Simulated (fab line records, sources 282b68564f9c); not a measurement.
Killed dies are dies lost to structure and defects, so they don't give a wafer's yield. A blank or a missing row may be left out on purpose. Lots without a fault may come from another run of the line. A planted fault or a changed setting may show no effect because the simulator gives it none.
Which tool did it? | flow rit_cmos | 13 lots, 39 wafers sampled, at 2 steps of a route of 202

WHAT THE GAUGES READ, wafer by wafer
RIT_PLDD_OVL_MEAS_06.
lot  | measured    | on         | PLDD_OVL (nm)
L112 | day 3 00:05 | overlay-02 | 0.0 1.2 0.3
L113 | day 3 05:52 | overlay-02 | -0.4 0.3 -0.4
L114 | day 3 09:28 | overlay-02 | 1.1 -0.4 1.1
L115 | day 3 11:53 | overlay-01 | -1.8 0.5 0.0
L116 | day 3 19:45 | overlay-01 | 0.6 0.4 0.5
L119 | day 4 06:49 | overlay-02 | 0.1 1.8 0.2
L120 | day 4 14:56 | overlay-02 | 1.5 2.0 1.0
L121 | day 4 17:37 | overlay-02 | 0.1 0.4 1.0
L123 | day 5 02:50 | overlay-02 | 3.9 2.6 5.6
L124 | day 5 12:28 | overlay-02 | 3.4 4.9 4.1
L129 | day 6 09:00 | overlay-02 | -0.4 -1.4 -0.2
L132 | day 7 04:07 | overlay-01 | -2.1 -2.0 -1.3
L134 | day 7 12:17 | overlay-01 | -0.3 2.2 -0.6

WHICH TOOL RAN EACH LOT (tool, then ch and the chambers of the sampled wafers, then the start)
lot  | RIT_PLDD_EXPOSE_03
L112 | iline_stepper-01 ch 0, day 2 23:41
L113 | iline_stepper-02 ch 0, day 3 05:16
L114 | iline_stepper-01 ch 0, day 3 09:05
L115 | iline_stepper-02 ch 0, day 3 11:29
L116 | iline_stepper-02 ch 0, day 3 19:22
L119 | iline_stepper-01 ch 0, day 4 06:27
L120 | iline_stepper-01 ch 0, day 4 14:33
L121 | iline_stepper-01 ch 0, day 4 17:14
L123 | iline_stepper-01 ch 0, day 5 02:28
L124 | iline_stepper-01 ch 0, day 5 12:04
L129 | iline_stepper-02 ch 0, day 6 08:36
L132 | iline_stepper-02 ch 0, day 7 03:43
L134 | iline_stepper-02 ch 0, day 7 11:56
- RIT_PLDD_EXPOSE_03: exposes mask M8, target cd 40900 nm.

WHAT THE TOOLS THEMSELVES READ (means of the sampled wafers that have a number; where no wafer has one, the mark that the record gives instead)
RIT_PLDD_EXPOSE_03.
lot  | tool             | reticle_temp_C (C)
L112 | iline_stepper-01 | 22.95
L113 | iline_stepper-02 | 23.01
L114 | iline_stepper-01 | 22.94
L115 | iline_stepper-02 | 23.02
L116 | iline_stepper-02 | 22.98
L119 | iline_stepper-01 | 23.05
L120 | iline_stepper-01 | 23.00
L121 | iline_stepper-01 | 23.07
L123 | iline_stepper-01 | 23.06
L124 | iline_stepper-01 | 23.08
L129 | iline_stepper-02 | 23.05
L132 | iline_stepper-02 | 22.96
L134 | iline_stepper-02 | 22.95

THE ANSWER, worked out from the rows above alone
Rule: what is usual is taken from the lots themselves. Put in order of their means at a reading, lots are off if they are a third of the lots or fewer, leave a main group of 4 or more, and stand apart from it by a gap of 3 or more times the standard deviation of the main group's means; of several such gaps the widest counts. A main group whose means are all the same, to the digits that the tables above print for the reading, isn't used. A lot without any number at a reading at which 4 lots or more have one is off too. The other lots that the step has rows for count as sound. The gauges are gone through in route order, then the tools' own readings, and for those a lot's mean is taken as printed above. The first step at which some lot is off is used, and at that step the reading that is off furthest; a lot without a number counts as furthest.
Off: L123, L124, at RIT_PLDD_OVL_MEAS_06 (PLDD_OVL). The main group: mean 0.2 nm, standard deviation 0.84.
A tool fits if, at a process step before that reading, it ran every lot that is off, and no sound lot after the first of them. The gauges at RIT_PLDD_OVL_MEAS_06 are tried like those tools. One fits: iline_stepper-01 at RIT_PLDD_EXPOSE_03. Its last sound lot is L121 (day 4 17:14), its first lot that is off L123 (day 5 02:28): a fault that began between those two fits.

WHAT THE SIMULATOR HAD PUT IN
Process parameter drift: iline_stepper-01, from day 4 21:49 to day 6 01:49, at RIT_PLDD_EXPOSE_03. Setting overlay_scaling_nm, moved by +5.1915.
Lots struck among those shown: L123, L124. The rule above found the same.
